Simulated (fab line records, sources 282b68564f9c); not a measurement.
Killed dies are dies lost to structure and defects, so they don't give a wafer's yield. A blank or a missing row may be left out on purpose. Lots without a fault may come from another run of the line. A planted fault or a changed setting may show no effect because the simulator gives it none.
A struck lot beside a sound one | flow rit_cmos | 15 steps out of a route of 202
Sound: wafers L856.1, L856.3, L856.5. Struck: wafers L877.2, L877.4, L877.5. The cause comes at the end.
At each step with rows: each side's tool, then ch and its chambers, then its first start. Under that, the readings that differ: sound wafers | struck wafers | difference of the means | sigmas: that difference in standard deviations of wafers without a fault.
alike: readings whose means differ by less than 2 such deviations, and words and numbers that are the same on both sides. not compared: withheld readings, readings that some wafer has no value for, bounds like >300 that may hide the same value, and numbers for which the record gives no deviation and whose values overlap.
The two part at a step that has a row with sigmas, a row that says differs or no value, or rows on one side only. Numbers that don't overlap but have no deviation are shown without sigmas and don't part them. A reading that every wafer of one side lacks parts them only if that side has two wafers or more.

first, 3 steps without rows for these wafers: RIT_REOX_CLEAN_01 (cleans in dHF, time 30 s); RIT_REOX_CLEAN_02 (cleans in SC2, time 600 s); RIT_REOX_OXIDATION_03 (target thk 25.2 nm, ox time 5580 s).
RIT_REOX_THK_MEAS_04:
  sound on film_metro-04, day 2 23:13; struck on film_metro-04, day 7 22:04
  alike: REOX_OXIDE_THK
then, 6 steps without rows for these wafers: RIT_NLDD_HMDS_00 (prime time 60 s); RIT_NLDD_COAT_01 (resist thk 1000 nm); RIT_NLDD_SOFTBAKE_02 (time 60 s); RIT_NLDD_EXPOSE_03 (exposes mask M7, target cd 40700 nm); RIT_NLDD_PEB_04; RIT_NLDD_DEVELOP_05 (develop time 50 s).
RIT_NLDD_OVL_MEAS_06:
  sound on overlay-01, day 3 00:23; struck on overlay-02, day 7 23:05
  alike: NLDD_OVL
then, 1 step without rows for these wafers: RIT_NLDD_HARDBAKE_07 (time 60 s).
RIT_NLDD_IMPLANT_08:
  sound on implanter-02 ch 0, day 3 00:34; struck on implanter-02 ch 0, day 7 23:18
  reading                   | sound                | struck               | difference | sigmas
  beam_energy_keV           | 20.001 20.005 19.991 | 19.510 19.511 19.518 | -0.486     | -78
  model.implant.drp_nm (nm) | 12.97 12.97 12.97    | 12.78 12.78 12.78    | -0.19      |
  alike: dose_ions_cm2, end_station_pressure_torr
RIT_NLDD_STRIP_09: strips in O2, time 180 s.
  sound on plasma_asher-01 ch 1, day 3 00:43; struck on plasma_asher-03 ch 0,1, day 7 23:25
  alike: drypump_motor_current_A
  not compared: rf_hours_counter_h
RIT_M1_PROBE_99:
  sound on prober-02, day 3 17:12; struck on prober-01, day 8 14:57
  reading                                    | sound                | struck               | difference | sigmas
  model.etest.nplus_sal.width_nm (nm)        | 3435 3432 3459       | 3408 3389 3417       | -37        |
  model.etest.npoly_line.line_ohm_um         | 159.6 161.8 165.2    | 173.8 174.2 175.2    | +12.2      |
  model.etest.ppoly_line.line_ohm_um         | 155.6 158.3 155.9    | 165.8 167.5 170.3    | +11.3      |
  model.etest.npoly_line.width_nm (nm)       | 105.3 105.1 105.3    | 98.88 97.82 97.26    | -7.25      |
  model.etest.ppoly_line.width_nm (nm)       | 106 105.8 105.5      | 99.81 98.15 97.69    | -7.22      |
  model.etest.nmos_0p15.off_log10_a_um       | -10.59 -10.38 -10.55 | -10.02 -10.02 -9.924 | +0.52      |
  model.etest.retro_edge_nmos.off_log10_a_um | -10.44 -10.25 -10.35 | -9.96 -9.884 -9.755  | +0.48      |
  model.etest.ring.quiet_log10_a (angstrom)  | -8.48 -8.242 -8.363  | -7.831 -7.779 -7.707 | +0.589     |
  alike: killed_at_contacts, killed_at_front_end, killed_dies, killed_open, killed_short

WHERE THEY PART
Only at RIT_NLDD_IMPLANT_08, within this record. Later steps at which nothing parts them and some readings are alike: RIT_NLDD_STRIP_09, RIT_M1_PROBE_99.

WHY: what the simulator had put in
Process parameter drift: implanter-02, from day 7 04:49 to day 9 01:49, at RIT_NLDD_IMPLANT_08. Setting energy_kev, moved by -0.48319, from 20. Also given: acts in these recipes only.
